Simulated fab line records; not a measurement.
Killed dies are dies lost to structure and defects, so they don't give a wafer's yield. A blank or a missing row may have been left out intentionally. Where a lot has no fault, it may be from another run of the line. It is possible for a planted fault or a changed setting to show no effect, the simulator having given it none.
fab line records -- flow rit_cmos
[record] lots = 15, wafers = 45, last_day = 7
route steps=202 shown PWELL@48
lots with no fault: from the same line, run without faults
start_h: start of the lot's first displayed wafer, in hours after the record's first day -- wait_h: hours since the lot's step before -- " repeats the value in the row above -- L1.1+2: a single row standing in for several wafers -- - no value, or no start given -- * or withheld: withheld -- < > ~ a bound
route shown NAME@n: names a module that has steps shown in the file, with the first one's number in the route -- usual: mean and standard deviation over wafers with no fault -- same: alike in all rows -- chamber/n: place in a boat -- sites: per-site readings -- _std_site: their standard deviation -- _edge_site: the outer-site mean with the inner-site mean subtracted -- radius_mm: how far each site lies from the wafer's centre -- mask NAME#n: copy n -- behind: tool/chamber where the wafer was last shaped -- hold: the reason the lot was held/the length of the hold in hours/how it ended -- device: names the non-switching transistor (n, p or np) -- end of line: the route-end tests of the same wafers -- a step given without rows: its recipe and nothing more -- killed: the dies lost at the first sort to structure and to defects; this is not the yield of the wafer -- map: per-die view of a wafer (x killed, . not killed, _ where there is no die)
set.NAME: the setting the step ran with; set.NAME@STEP: the setting that earlier step ran with -- model.NAME: the simulator's own value behind a step, which no gauge read
steps of the route over a sample of lots; a table a step, a row a wafer
services: the hour from which a tool's chamber was out of use, counted from the record's first day as start_h (under 0 if before that day), plus the number of hours and why
[[steps]]
[step RIT_PWELL_STRIP_09]
[recipe] chemistry = O2, time_s = 180, resist = NOVOLAK, platen_temp_c = withheld, power_w = 500, pressure_mtorr = 4000, o2_flow_sccm = 4000
[usual] chamber_pressure_mTorr = 4000/3.7, drypump_motor_current_A = 5.8/0.52
lot.wafer,tool,chamber,start_h,wait_h,chamber_pressure_mTorr,drypump_motor_current_A,rf_hours_counter_h
L406.2,plasma_asher-04,1,24.36,0.1,4003,5.2,38
L406.4,plasma_asher-04,1,24.36,0.1,3997,5.2,-
L406.6,plasma_asher-04,1,24.36,0.1,4003,5.2,-
L407.1,plasma_asher-03,1,28.08,0.1,3994,5.7,24
L407.3,plasma_asher-03,0,28.08,0.1,3995,6.0,-
L407.5,plasma_asher-03,1,28.08,0.1,4003,5.7,-
L409.1,plasma_asher-02,1,37.46,0.1,4003,5.7,40
L409.4,plasma_asher-02,0,37.46,0.1,4005,6.5,-
L409.5,plasma_asher-02,0,37.46,0.1,3999,6.5,-
L412.2,plasma_asher-02,0,53.26,0.1,4000,6.5,41
L412.5,plasma_asher-02,0,53.26,0.1,3998,6.5,-
L412.6,plasma_asher-02,1,53.26,0.1,4004,5.7,-
L414.1,plasma_asher-02,1,62.65,0.1,3998,5.8,42
L414.2,plasma_asher-02,0,62.65,0.1,3996,6.4,42
L414.6,plasma_asher-02,1,62.65,0.1,4001,5.7,-
L419.3,plasma_asher-04,0,89.48,0.1,-,-,-
L419.4,plasma_asher-04,1,89.48,0.1,-,-,-
L419.5,plasma_asher-04,1,89.48,0.1,-,-,-
L420.1,plasma_asher-02,0,96.15,0.1,-,-,-
L420.3,plasma_asher-02,0,96.15,0.1,-,-,-
L420.5,plasma_asher-02,0,96.15,0.1,-,-,-
L421.2,plasma_asher-04,1,97.33,0.1,-,-,-
L421.3,plasma_asher-04,1,97.33,0.1,-,-,-
L421.4,plasma_asher-04,0,97.33,0.1,-,-,-
L422.1,plasma_asher-03,0,102.48,0.1,4001,6.0,29
L422.3,plasma_asher-03,1,102.48,0.1,3996,5.7,-
L422.5,plasma_asher-03,1,102.48,0.1,4003,5.7,-
L423.2,plasma_asher-02,0,108.33,0.1,3997,6.5,48
L423.3,plasma_asher-02,1,108.33,0.1,4001,5.7,-
L423.6,plasma_asher-02,1,108.33,0.1,3999,5.7,-
L424.3,plasma_asher-03,1,113.30,0.1,3997,5.7,-
L424.4,plasma_asher-03,0,113.30,0.1,4000,6.0,-
L424.5,plasma_asher-03,0,113.30,0.1,4009,6.0,-
L425.1,plasma_asher-02,1,117.68,0.3,4001,5.7,49
L425.5,plasma_asher-02,0,117.68,0.3,4001,6.5,-
L425.6,plasma_asher-02,1,117.68,0.3,4001,5.8,-
L426.1,plasma_asher-03,0,122.78,0.1,4002,6.0,31
L426.3,plasma_asher-03,1,122.78,0.1,4004,5.7,-
L426.6,plasma_asher-03,0,122.78,0.1,3993,6.0,-
L427.2,plasma_asher-02,0,127.47,0.1,4005,6.5,50
L427.4,plasma_asher-02,0,127.47,0.1,4003,6.5,-
L427.5,plasma_asher-02,0,127.47,0.1,4002,6.5,-
L429.1,plasma_asher-04,1,137.30,0.1,3994,5.2,2
L429.2,plasma_asher-04,0,137.30,0.1,3997,4.8,2
L429.3,plasma_asher-04,0,137.30,0.1,3996,4.8,-
[[services]]
tool,chamber,start_h,hours,kind
plasma_asher-03,-,74.96,24.9,pm
plasma_asher-04,-,108.75,9.0,pm
plasma_asher-04,0,108.75,9.0,vent_cycle
plasma_asher-04,1,108.75,9.0,vent_cycle
plasma_asher-04,0,117.75,-,clean
plasma_asher-04,1,117.75,-,clean
[[key]]
[first_sign] step = RIT_PWELL_STRIP_09, reading = tool_record, direction = missing
effect none on later readings
met_at RIT_PWELL_STRIP_09
struck_lots L419,L420,L421
later_rows_left_out L419.3,L419.4,L419.5,L420.1,L420.3,L420.5,L421.2,L421.3,L421.4
sort_left_out L419.3,L419.4,L419.5,L420.1,L420.3,L420.5,L421.2,L421.3,L421.4
tester_left_out L419,L420,L421
onset_between 62.65 89.48
[fault] kind = skipped_step_whole, tool = plasma_asher-02,plasma_asher-04, chamber = -, onset_h = 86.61, steps = RIT_PWELL_STRIP_09, scope = struck_lots_only
// tester_left_out: of these lots the tester's yield and bins aren't shown, on N5 and GAA mostly nor the transistor test; their killed dies are dies lost to structure and defects alone, not to doping, threshold or leakage, so they don't give the yield
// sort_left_out: the simulated sort isn't trusted on such a fault, so these wafers' sort isn't shown, and their yield isn't known
// later_rows_left_out: the simulator's readings of these wafers behind a module that went badly wrong aren't trusted and aren't shown, but for the sort
